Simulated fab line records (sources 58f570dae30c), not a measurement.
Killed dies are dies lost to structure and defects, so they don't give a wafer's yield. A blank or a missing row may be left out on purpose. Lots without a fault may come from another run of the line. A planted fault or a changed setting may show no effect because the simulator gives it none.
Chamber matching	flow berkeleyCmos170	rieSi-01 running UCB170_GATE_ETCH_15: 4 sister chambers
The step etches poly-Si in HBr/Cl2, stops on SiO2, time 56.3 s, target depth 278.2 nm. 16 wafers are shown with their chamber, then 8 later ones without.

WAFERS PAIRED WITH THEIR CHAMBERS
wafer	chamber	throttleValvePct (%)	oesProductAu (a.u.)	biasW (W)
L718.1	0	26.43	0.814	150.4
L718.3	3	26.17	0.839	149.3
L718.6	0	26.43	0.821	150.4
L722.1	2	26.37	0.834	149.3
L722.2	0	26.44	0.823	149.5
L722.3	3	26.16	0.837	149.3
L721.3	1	26.46	0.857	149.8
L721.5	3	26.17	0.838	149.9
L721.6	2	26.34	0.828	150.5
L723.1	2	26.35	0.837	149.8
L723.2	3	26.17	0.830	150.2
L723.4	0	26.43	0.816	149.8
L728.3	2	26.36	0.841	149.9
L728.4	0	26.44	0.829	151.0
L728.5	3	26.17	0.843	149.8
L725.1	2	26.34	0.847	149.7

SIGNATURES (averages over the wafers above)
reading	chamber 0	chamber 1	chamber 2	chamber 3	scatter within a chamber
throttleValvePct	26.4340	26.4600	26.3520	26.1680	0.00856
oesProductAu	0.82060	0.85700	0.83740	0.83740	0.00602
biasW	150.220	149.800	149.840	149.700	0.478
Rule: for a wafer and a chamber, the distance is found by dividing, reading by reading, the gap between the wafer's reading and the chamber's mean by the reading's scatter, squaring, summing and taking the root. If the next closest chamber is less than 2 further off than the closest, the wafer can't be placed; otherwise it belongs to the closest. The scatter is the square root of a quotient: the sum, over the shown wafers, of each reading's squared deviation from its chamber's mean, divided by wafers minus chambers.

WAFERS MISSING THEIR CHAMBER
wafer	throttleValvePct (%)	oesProductAu (a.u.)	biasW (W)
L725.2	26.45	0.822	150.2
L725.3	26.47	0.858	150.1
L733.1	26.48	0.869	149.5
L733.2	26.16	0.843	150.0
L733.6	26.47	0.867	149.4
L736.3	26.19	0.846	150.2
L736.5	26.18	0.848	149.9
L736.6	26.35	0.840	150.4

WHICH CHAMBER EACH ONE RAN IN
wafer	from the rows above	in truth
L725.2	0	0
L725.3	1	1
L733.1	1	1
L733.2	3	3
L733.6	1	1
L736.3	3	3
L736.5	3	3
L736.6	2	2
8 of 8 placed correctly. Left unplaced by these rows: 0. 0 placed wrongly.
